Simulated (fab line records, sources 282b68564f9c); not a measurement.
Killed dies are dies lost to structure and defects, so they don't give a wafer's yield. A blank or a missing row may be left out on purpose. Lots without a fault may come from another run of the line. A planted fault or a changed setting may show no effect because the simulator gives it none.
fab line records | flow rit_cmos
record lots=14 wafers=42 last_day=8
route steps=202 shown NLDD@111
lots that met no fault: from a run of the same line without faults
start_h: hours from the record's first day to the start of the lot's first wafer shown | wait_h: hours since the lot's step before | " the same as in the row above | L1.1+2: a row that stands for several wafers | - no value, or no start given | * or withheld: withheld | < > ~ a bound
route shown NAME@n: a module of which the file shows steps, and the number in the route of the first | usual: mean/standard deviation of fault-free wafers | same: alike in all rows | chamber/n: place in a boat | sites: the reading at each site | _std_site: their standard deviation | _edge_site: outer sites' mean less inner sites' | radius_mm: how far each site lies from the wafer's centre | mask NAME#n: copy n | behind: the tool/chamber that last shaped the wafer | hold: why the lot was held/for how many hours/how that ended | device: the transistor (n, p or np) that didn't switch | end of line: the same wafers' tests at the end of the route | a step without rows: its recipe alone | killed: dies lost to structure and defects at the first sort, not the wafer's yield | map: a wafer's dies, x killed, . not, _ none there
set.NAME: the setting as run; set.NAME@STEP: as run at that earlier step | model.NAME: the simulator's own value behind a step, which no gauge read
steps of the route over a sample of lots; a table a step, a row a wafer
services: from which hour (start_h, from the record's first day; less than 0 if before it) a tool's chamber was out of use, for how many hours, and why
## steps
# step RIT_NLDD_IMPLANT_08
# recipe species=P energy_kev=20 dose_cm2=5e+14 tilt_deg=7
# usual beam_energy_keV=20.000/0.0056 dose_ions_cm2=5.001e+14/5e+11 end_station_pressure_torr=6.2e-06/3.1e-07 faraday_current_uA=1571/30
# columns lot.wafer tool chamber start_h wait_h beam_energy_keV dose_ions_cm2 end_station_pressure_torr faraday_current_uA
L316.2 implanter-03 0 52.48 0.1 20.004 5.003e+14 5.8e-06 1597
L316.4 " 0 " " 20.001 4.999e+14 6.6e-06 1592
L316.6 " 0 " " 20.007 4.989e+14 6.1e-06 1613
L317.1 implanter-04 0 56.41 0.1 20.006 4.999e+14 6.1e-06 1596
L317.3 " 0 " " 20.001 5.006e+14 6.8e-06 1561
L317.4 " 0 " " 20.005 5.012e+14 6.6e-06 1532
L318.1 implanter-01 0 60.67 0.1 20.003 5.008e+14 6.4e-06 1552
L318.3 " 0 " " 20.007 5.009e+14 6.4e-06 1554
L318.5 " 0 " " 20.002 5.004e+14 5.9e-06 1574
L319.2 implanter-01 0 65.78 0.1 19.992 4.991e+14 6e-06 1626
L319.3 " 0 " " 19.995 5.002e+14 5.8e-06 1559
L319.4 " 0 " " 20.004 4.993e+14 6.3e-06 1606
L320.1 implanter-04 0 73.35 0.1 20.003 5.001e+14 6.1e-06 1516
L320.2 " 0 " " 19.996 4.992e+14 6e-06 1528
L320.5 " 0 " " 20.005 5.004e+14 6.5e-06 1555
L321.2 implanter-01 0 76.99 0.1 20.001 5.004e+14 6.4e-06 1580
L321.3 " 0 " " 20.007 5e+14 6.3e-06 1542
L321.5 " 0 " " 20.006 5e+14 5.4e-06 1601
L322.1 implanter-01 0 81.79 0.1 19.997 5.009e+14 6.5e-06 1569
L322.4 " 0 " " 20.001 5.01e+14 6.3e-06 1630
L322.5 " 0 " " 20.000 5e+14 6e-06 1584
L324.2 implanter-01 0 89.05 0.1 19.991 9.256e+14 7.1e-06 2809
L324.3 " 0 " " 20.003 9.263e+14 6.7e-06 2928
L324.4 " 0 " " 20.005 9.263e+14 7.1e-06 2928
L325.4 implanter-01 0 94.87 0.1 19.995 9.257e+14 7.1e-06 2929
L325.5 " 0 " " 20.001 9.255e+14 7e-06 2780
L325.6 " 0 " " 20.004 9.262e+14 7.8e-06 2914
L328.1 implanter-03 0 109.03 0.1 19.993 4.996e+14 6.1e-06 1600
L328.4 " 0 " " 19.996 4.999e+14 6.4e-06 1597
L328.6 " 0 " " 19.997 4.995e+14 6.1e-06 1513
L334.1 implanter-03 0 141.04 0.1 20.002 5.003e+14 6.5e-06 1538
L334.3 " 0 " " 20.004 5.004e+14 6.6e-06 1606
L334.5 " 0 " " 20.007 5.003e+14 6.3e-06 1560
L336.2 implanter-03 0 162.97 0.1 19.994 5.006e+14 6e-06 1551
L336.3 " 0 " " 19.995 5.005e+14 6e-06 1565
L336.5 " 0 " " 19.982 5.004e+14 6e-06 1604
L338.4 implanter-04 0 163.10 0.1 19.991 4.992e+14 6.3e-06 1570
L338.5 " 0 " " 19.995 5.005e+14 5.9e-06 1554
L338.6 " 0 " " 20.002 4.998e+14 6.6e-06 1579
L339.2 implanter-03 0 172.06 0.1 19.994 5.004e+14 6.5e-06 1534
L339.3 " 0 " " 19.997 5e+14 6e-06 1556
L339.4 " 0 " " 19.991 5.004e+14 6.5e-06 1499
# step RIT_NLDD_TW_MEAS_10
# usual NLDD_TW=2480/22
# columns lot.wafer tool chamber start_h wait_h NLDD_TW
L316.2 film_metro-01 - 52.79 0.1 2496
L316.4 " - " " 2504
L316.6 " - " " 2509
L317.1 film_metro-01 - 56.73 0.1 2507
L317.3 " - " " 2507
L317.4 " - " " 2500
L318.1 film_metro-02 - 60.99 0.1 2449
L318.3 " - " " 2438
L318.5 " - " " 2446
L319.2 film_metro-01 - 66.09 0.1 2502
L319.3 " - " " 2503
L319.4 " - " " 2497
L320.1 film_metro-04 - 73.68 0.1 2490
L320.2 " - " " 2483
L320.5 " - " " 2478
L321.2 film_metro-02 - 77.30 0.1 2457
L321.3 " - " " 2441
L321.5 " - " " 2459
L322.1 film_metro-04 - 82.11 0.1 2482
L322.4 " - " " 2485
L322.5 " - " " 2484
L324.2 film_metro-01 - 89.36 0.1 2915
L324.3 " - " " 2910
L324.4 " - " " 2903
L325.4 film_metro-01 - 95.15 0.1 2899
L325.5 " - " " 2916
L325.6 " - " " 2915
L328.1 film_metro-02 - 109.35 0.1 2447
L328.4 " - " " 2458
L328.6 " - " " 2453
L334.1 film_metro-02 - 141.37 0.1 2466
L334.3 " - " " 2455
L334.5 " - " " 2449
L336.2 film_metro-01 - 163.28 0.1 2494
L336.3 " - " " 2481
L336.5 " - " " 2491
L338.4 film_metro-02 - 163.38 0.1 2439
L338.5 " - " " 2442
L338.6 " - " " 2439
L339.2 film_metro-01 - 172.37 0.1 2488
L339.3 " - " " 2502
L339.4 " - " " 2488
# step RIT_SDANNEAL_RS_MEAS_07
# recipe thk_meas_gauge=four-point-probe
# usual NLDD_RS=151.7/0.47
# columns lot.wafer tool chamber start_h wait_h NLDD_RS[ohm/sq]
L316.2 film_metro-02 - 60.40 0.1 152.0
L316.4 " - " " 152.3
L316.6 " - " " 151.1
L317.1 film_metro-02 - 64.71 0.1 151.6
L317.3 " - " " 151.2
L317.4 " - " " 151.6
L318.1 film_metro-01 - 69.05 0.1 151.7
L318.3 " - " " 152.3
L318.5 " - " " 152.2
L319.2 film_metro-01 - 74.10 0.1 151.2
L319.3 " - " " 151.7
L319.4 " - " " 151.4
L320.1 film_metro-04 - 81.61 0.1 151.8
L320.2 " - " " 152.2
L320.5 " - " " 152.5
L321.2 film_metro-02 - 85.88 0.1 151.4
L321.3 " - " " 151.9
L321.5 " - " " 151.7
L322.1 film_metro-01 - 90.26 0.1 152.4
L322.4 " - " " 151.7
L322.5 " - " " 152.0
L324.2 film_metro-04 - 97.76 0.1 92.0
L324.3 " - " " 91.6
L324.4 " - " " 92.1
L325.4 film_metro-02 - 103.55 0.1 92.1
L325.5 " - " " 92.1
L325.6 " - " " 92.1
L328.1 film_metro-02 - 117.24 0.1 150.7
L328.4 " - " " 151.4
L328.6 " - " " 151.4
L334.1 film_metro-02 - 152.05 0.1 151.0
L334.3 " - " " 150.9
L334.5 " - " " 151.3
L336.2 film_metro-02 - 172.49 0.1 152.0
L336.3 " - " " 152.0
L336.5 " - " " 151.7
L338.4 film_metro-04 - 172.91 0.1 151.3
L338.5 " - " " 151.1
L338.6 " - " " 151.0
L339.2 film_metro-01 - 180.19 0.1 151.5
L339.3 " - " " 151.8
L339.4 " - " " 152.1
## services
# columns tool chamber start_h hours kind
implanter-03 - 41.04 3.2 pm
implanter-03 - 59.08 37.7 repair
implanter-03 - 106.98 2.0 repair
implanter-04 - 108.97 5.6 repair
## key
first_sign step=RIT_NLDD_IMPLANT_08 reading=dose_ions_cm2 direction=up sigmas=99+ usual=5.001e+14 struck=9.26e+14
effect step=RIT_NLDD_IMPLANT_08 reading=faraday_current_uA direction=up sigmas=44 usual=1571 struck=2881
effect step=RIT_NLDD_TW_MEAS_10 reading=NLDD_TW direction=up sigmas=19 usual=2480 struck=2910
effect step=RIT_SDANNEAL_RS_MEAS_07 reading=NLDD_RS direction=down sigmas=99+ usual=151.7 struck=92.0
met_at RIT_NLDD_IMPLANT_08
struck_lots L324,L325
tester_left_out L324,L325
onset_between 81.79 89.05
fault kind=process_parameter_drift tool=implanter-01 chamber=- onset_h=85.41 steps=RIT_NLDD_IMPLANT_08 channel=dose_cm2 offset=4.2614e+14 shape=step end_h=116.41 acts_in=these_recipes_only stated=5e+14
# tester_left_out: of these lots the tester's yield and bins aren't shown, on N5 and GAA mostly nor the transistor test; their killed dies are dies lost to structure and defects alone, not to doping, threshold or leakage, so they don't give the yield
